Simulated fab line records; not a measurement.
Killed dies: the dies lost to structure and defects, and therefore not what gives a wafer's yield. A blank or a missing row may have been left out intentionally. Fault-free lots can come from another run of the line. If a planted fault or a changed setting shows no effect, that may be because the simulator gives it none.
The tool behind it: which one?    flow berkeley_cmos170    Sampling: 14 lots, 42 wafers, 6 of 331 route steps

== WHAT THE GAUGES SHOWED, per wafer ==
UCB170_V1_OVL_MEAS_13. Usual: V1_OVL 3 nm, standard deviation 4.6.
lot   measured      on          V1_OVL (nm)  flag
L757  day 7 06:23   overlay-02  5 -1 4       
L758  day 7 08:37   overlay-01  8 6 13       
L756  day 7 08:54   overlay-02  -2 2 5       
L755  day 7 08:57   overlay-02  1 4 0        
L761  day 8 03:28   overlay-01  1 6 6        
L764  day 9 03:17   overlay-02  -2 3 5       
L767  day 9 07:11   overlay-02  1 0 3        
L770  day 10 14:07  overlay-01  -3 -5 -3     
L771  day 10 18:35  overlay-02  7 5 2        
L772  day 10 23:56  overlay-02  10 11 1      
L776  day 11 08:03  overlay-01  2 3 5        
L774  day 11 12:48  overlay-02  13 -1 10     
L775  day 11 12:58  overlay-01  1 4 -5       
L778  day 12 04:53  overlay-01  5 5 8        

UCB170_V2_CD_MEAS_90: target cd 700 nm. Usual: cd_nm 699.9 nm, standard deviation 1.5.
lot   measured      on         cd_nm (nm)         flag
L757  day 7 13:38   cd_sem-02  701.7 700.9 700.7  
L758  day 7 15:41   cd_sem-01  699.0 698.6 698.6  
L756  day 7 15:47   cd_sem-02  699.7 701.2 701.5  
L755  day 7 16:05   cd_sem-01  698.7 698.5 698.4  
L761  day 8 09:31   cd_sem-02  697.4 696.2 696.2  
L764  day 9 08:55   cd_sem-01  693.9 693.9 693.5  OFF
L767  day 9 12:55   cd_sem-02  694.1 694.3 692.5  OFF
L770  day 10 20:14  cd_sem-01  700.3 699.9 701.2  
L771  day 11 00:22  cd_sem-01  701.0 701.0 701.3  
L772  day 11 05:55  cd_sem-01  701.0 700.0 699.1  
L776  day 11 13:36  cd_sem-02  697.8 698.6 698.4  
L774  day 11 17:56  cd_sem-01  701.6 702.3 701.8  
L775  day 11 18:33  cd_sem-02  701.1 699.5 699.0  
L778  day 12 10:39  cd_sem-02  701.2 699.5 698.9  

== TOOL THAT RAN EACH LOT (tool first, then ch and the chambers of the sampled wafers, then the start) ==
lot   UCB170_V1_STRIP_15                    UCB170_M2_STRIP_07                    UCB170_V2_ETCH_14                   UCB170_V2_STRIP_15
L757  plasma_asher-01 ch 0,1, day 7 06:36   plasma_asher-04 ch 0,1, day 7 08:06   rie_diel-03 ch 0,2, day 7 13:11     plasma_asher-02 ch 0,1, day 7 13:22
L758  plasma_asher-03 ch 0,1, day 7 08:50   plasma_asher-03 ch 0,1, day 7 10:17   rie_diel-04 ch 1,2,3, day 7 15:25   plasma_asher-04 ch 0,1, day 7 15:35
L756  plasma_asher-02 ch 0,1, day 7 09:07   plasma_asher-04 ch 0,1, day 7 10:44   rie_diel-03 ch 0,2, day 7 15:31     plasma_asher-02 ch 0,1, day 7 15:41
L755  plasma_asher-01 ch 0,1, day 7 09:10   plasma_asher-01 ch 0,1, day 7 10:47   rie_diel-02 ch 0,1,2, day 7 15:47   plasma_asher-03 ch 0,1, day 7 15:58
L761  plasma_asher-02 ch 0,1, day 8 03:42   plasma_asher-01 ch 0,1, day 8 04:50   rie_diel-03 ch 0,1,2, day 8 09:11   plasma_asher-02 ch 0,1, day 8 09:25
L764  plasma_asher-03 ch 0,1, day 9 03:31   plasma_asher-04 ch 0,1, day 9 04:36   rie_diel-04 ch 0,2,3, day 9 08:36   plasma_asher-02 ch 0,1, day 9 08:49
L767  plasma_asher-03 ch 0,1, day 9 07:23   plasma_asher-04 ch 0,1, day 9 08:26   rie_diel-04 ch 0,2, day 9 12:38     plasma_asher-04 ch 0,1, day 9 12:48
L770  plasma_asher-01 ch 0,1, day 10 14:26  plasma_asher-01 ch 0,1, day 10 15:52  rie_diel-02 ch 1,3, day 10 19:58    plasma_asher-02 ch 1, day 10 20:08
L771  plasma_asher-03 ch 1, day 10 18:47    plasma_asher-04 ch 0,1, day 10 19:47  rie_diel-02 ch 0,1,2, day 10 23:59  plasma_asher-04 ch 0,1, day 11 00:10
L772  plasma_asher-02 ch 0,1, day 11 00:10  plasma_asher-04 ch 0,1, day 11 01:10  rie_diel-03 ch 0,1,3, day 11 05:35  plasma_asher-03 ch 0,1, day 11 05:48
L776  plasma_asher-01 ch 0,1, day 11 08:17  plasma_asher-01 ch 0,1, day 11 09:17  rie_diel-02 ch 0,1, day 11 13:17    plasma_asher-02 ch 0,1, day 11 13:30
L774  plasma_asher-02 ch 0,1, day 11 13:02  plasma_asher-01 ch 0,1, day 11 14:02  rie_diel-03 ch 1,3, day 11 17:37    plasma_asher-04 ch 0,1, day 11 17:49
L775  plasma_asher-03 ch 0,1, day 11 13:11  plasma_asher-03 ch 0,1, day 11 14:11  rie_diel-02 ch 0,1,3, day 11 18:16  plasma_asher-03 ch 0,1, day 11 18:27
L778  plasma_asher-03 ch 0,1, day 12 05:06  plasma_asher-01 ch 0,1, day 12 06:06  rie_diel-03 ch 0,1,2, day 12 10:22  plasma_asher-04 ch 0,1, day 12 10:33
- UCB170_V1_STRIP_15: strips in O2.
- UCB170_M2_STRIP_07: strips in O2.
- UCB170_V2_ETCH_14: etches SiO2 in CHF3/CF4/Ar, stops on Al, target depth 1250 nm, time 291 s.
- UCB170_V2_STRIP_15: strips in O2.

== AS READ BY THE TOOLS THEMSELVES (means over the sampled wafers that have a number; for cases with no such wafer, the mark the record gives instead) ==
UCB170_V1_STRIP_15. Usual: chamber_pressure_mTorr 3500 mTorr, standard deviation 3.3; drypump_motor_current_A 5.8 A, standard deviation 0.57; oes_product_au 0.722 a.u., standard deviation 0.0046; strip_time_to_endpoint_s 15.34 s, standard deviation 0.097.
lot   tool             chamber_pressure_mTorr (mTorr)  drypump_motor_current_A (A)  oes_product_au (a.u.)  strip_time_to_endpoint_s (s)  flag
L757  plasma_asher-01  3501                            5.2                          0.720                  15.24                         
L758  plasma_asher-03  3499                            5.8                          0.721                  15.35                         
L756  plasma_asher-02  3498                            6.4                          0.723                  15.29                         
L755  plasma_asher-01  3502                            5.1                          0.721                  15.47                         
L761  plasma_asher-02  3500                            6.4                          0.720                  15.26                         
L764  plasma_asher-03  3499                            5.9                          0.724                  15.30                         
L767  plasma_asher-03  3500                            5.8                          0.725                  15.33                         
L770  plasma_asher-01  3498                            5.2                          0.718                  15.37                         
L771  plasma_asher-03  3502                            5.9                          0.721                  15.28                         
L772  plasma_asher-02  3500                            6.0                          0.722                  15.47                         
L776  plasma_asher-01  3502                            5.2                          0.720                  15.44                         
L774  plasma_asher-02  3501                            6.4                          0.723                  15.34                         
L775  plasma_asher-03  3500                            5.7                          0.723                  15.40                         
L778  plasma_asher-03  3500                            5.8                          0.718                  15.39                         

UCB170_M2_STRIP_07. Usual: chamber_pressure_mTorr 3500 mTorr, standard deviation 3.3; drypump_motor_current_A 5.4 A, standard deviation 0.31; oes_product_au 0.735 a.u., standard deviation 0.0046; strip_time_to_endpoint_s 21.95 s, standard deviation 0.062.
lot   tool             chamber_pressure_mTorr (mTorr)  drypump_motor_current_A (A)  oes_product_au (a.u.)  strip_time_to_endpoint_s (s)  flag
L757  plasma_asher-04  3499                            5.4                          0.732                  21.96                         
L758  plasma_asher-03  3501                            5.8                          0.738                  21.87                         
L756  plasma_asher-04  3501                            5.5                          0.736                  21.98                         
L755  plasma_asher-01  3498                            5.1                          0.735                  21.92                         
L761  plasma_asher-01  3499                            5.1                          0.737                  21.97                         
L764  plasma_asher-04  3500                            5.4                          0.736                  21.95                         
L767  plasma_asher-04  3497                            5.5                          0.733                  21.82                         
L770  plasma_asher-01  3500                            5.1                          0.733                  21.99                         
L771  plasma_asher-04  3501                            5.5                          0.738                  21.95                         
L772  plasma_asher-04  3503                            5.4                          0.736                  21.97                         
L776  plasma_asher-01  3502                            5.3                          0.735                  22.02                         
L774  plasma_asher-01  3499                            5.1                          0.734                  21.92                         
L775  plasma_asher-03  3502                            5.8                          0.735                  21.93                         
L778  plasma_asher-01  3498                            5.1                          0.736                  22.03                         

UCB170_V2_ETCH_14. Usual: cf4_flow_sccm 15.00 sccm, standard deviation 0.04; chamber_pressure_mTorr 200.03 mTorr, standard deviation 0.18; drypump_motor_current_A 5.4 A, standard deviation 0.34; oes_product_au 0.873 a.u., standard deviation 0.012; rf_fwd_power_W 698.3 W, standard deviation 2.2; throttle_valve_pct 6.95 %, standard deviation 0.099.
lot   tool         cf4_flow_sccm (sccm)  chamber_pressure_mTorr (mTorr)  drypump_motor_current_A (A)  oes_product_au (a.u.)  rf_fwd_power_W (W)  throttle_valve_pct (%)  flag
L757  rie_diel-03  15.03                 200.13                          5.2                          0.867                  698.0               6.89                    
L758  rie_diel-04  14.99                 200.01                          5.2                          0.857                  698.9               7.05                    
L756  rie_diel-03  15.01                 200.02                          5.2                          0.868                  698.0               6.90                    
L755  rie_diel-02  14.99                 200.05                          5.5                          0.888                  699.5               6.85                    
L761  rie_diel-03  15.00                 199.99                          5.3                          0.874                  695.9               6.96                    
L764  rie_diel-04  15.02                 199.97                          5.4                          0.841                  416.3               7.07                    OFF
L767  rie_diel-04  15.02                 200.07                          5.6                          0.852                  418.3               7.10                    OFF
L770  rie_diel-02  14.99                 200.10                          5.6                          0.873                  696.8               6.86                    
L771  rie_diel-02  14.99                 200.20                          5.5                          0.884                  697.9               6.86                    
L772  rie_diel-03  14.98                 199.91                          5.4                          0.874                  700.6               6.97                    
L776  rie_diel-02  15.00                 199.96                          5.5                          0.872                  698.1               6.84                    
L774  rie_diel-03  14.98                 200.12                          5.5                          0.881                  699.9               7.03                    
L775  rie_diel-02  15.03                 199.96                          5.7                          0.875                  698.1               6.86                    
L778  rie_diel-03  14.99                 200.03                          5.3                          0.882                  696.5               6.95                    

UCB170_V2_STRIP_15. Usual: chamber_pressure_mTorr 3500 mTorr, standard deviation 3.3; drypump_motor_current_A 5.8 A, standard deviation 0.49; oes_product_au 0.722 a.u., standard deviation 0.0042; strip_time_to_endpoint_s 15.32 s, standard deviation 0.11.
lot   tool             chamber_pressure_mTorr (mTorr)  drypump_motor_current_A (A)  oes_product_au (a.u.)  strip_time_to_endpoint_s (s)  flag
L757  plasma_asher-02  3502                            6.0                          0.722                  15.15                         
L758  plasma_asher-04  3499                            5.4                          0.720                  15.39                         
L756  plasma_asher-02  3500                            6.0                          0.722                  15.42                         
L755  plasma_asher-03  3498                            5.8                          0.720                  15.36                         
L761  plasma_asher-02  3495                            6.0                          0.723                  15.36                         
L764  plasma_asher-02  3502                            6.4                          0.722                  16.69                         OFF
L767  plasma_asher-04  3501                            5.5                          0.724                  16.78                         OFF
L770  plasma_asher-02  3498                            6.8                          0.720                  15.21                         
L771  plasma_asher-04  3500                            5.5                          0.718                  15.38                         
L772  plasma_asher-03  3502                            5.8                          0.719                  15.40                         
L776  plasma_asher-02  3496                            6.0                          0.726                  15.26                         
L774  plasma_asher-04  3499                            5.4                          0.717                  15.30                         
L775  plasma_asher-03  3499                            5.8                          0.718                  15.36                         
L778  plasma_asher-04  3500                            5.4                          0.724                  15.22                         

== THE ANSWER, worked out from the rows above alone ==
Rule: lot off if the mean of its wafers having a number is beyond 3 standard deviations from the usual mean. A lot without any number at a reading at which 4 lots or more have one is off too. The other lots that the step has rows for count as sound. After the gauges, taken in route order, come the tools' own readings; for these a lot's mean is taken, as printed above. At the first step where some lot is off, the reading lying furthest off is the one used; lots without a number count as furthest.
Off: L764, L767, at UCB170_V2_CD_MEAS_90 (cd_nm).
A tool fits if, at a process step before that reading, it ran every lot that is off, and no sound lot after the first of them. The gauges at UCB170_V2_CD_MEAS_90 aren't tried: what is off there is off at UCB170_V2_ETCH_14 too, on other tools, and a gauge's error can't cause that. One candidate fits, namely rie_diel-04 at UCB170_V2_ETCH_14. A fault onset in the window from L758 (day 7 15:25, its last sound lot) to L764 (day 9 08:36, its first lot off) fits.
The tool's own readings at UCB170_V2_ETCH_14 bear it out: on the lots that are off they differ by more than 5 times the standard deviation of the sound lots' means. rf_fwd_power_W reads 417.3 W there against 698.2 W on the sound lots.

== WHAT THE SIMULATOR HAD PUT IN ==
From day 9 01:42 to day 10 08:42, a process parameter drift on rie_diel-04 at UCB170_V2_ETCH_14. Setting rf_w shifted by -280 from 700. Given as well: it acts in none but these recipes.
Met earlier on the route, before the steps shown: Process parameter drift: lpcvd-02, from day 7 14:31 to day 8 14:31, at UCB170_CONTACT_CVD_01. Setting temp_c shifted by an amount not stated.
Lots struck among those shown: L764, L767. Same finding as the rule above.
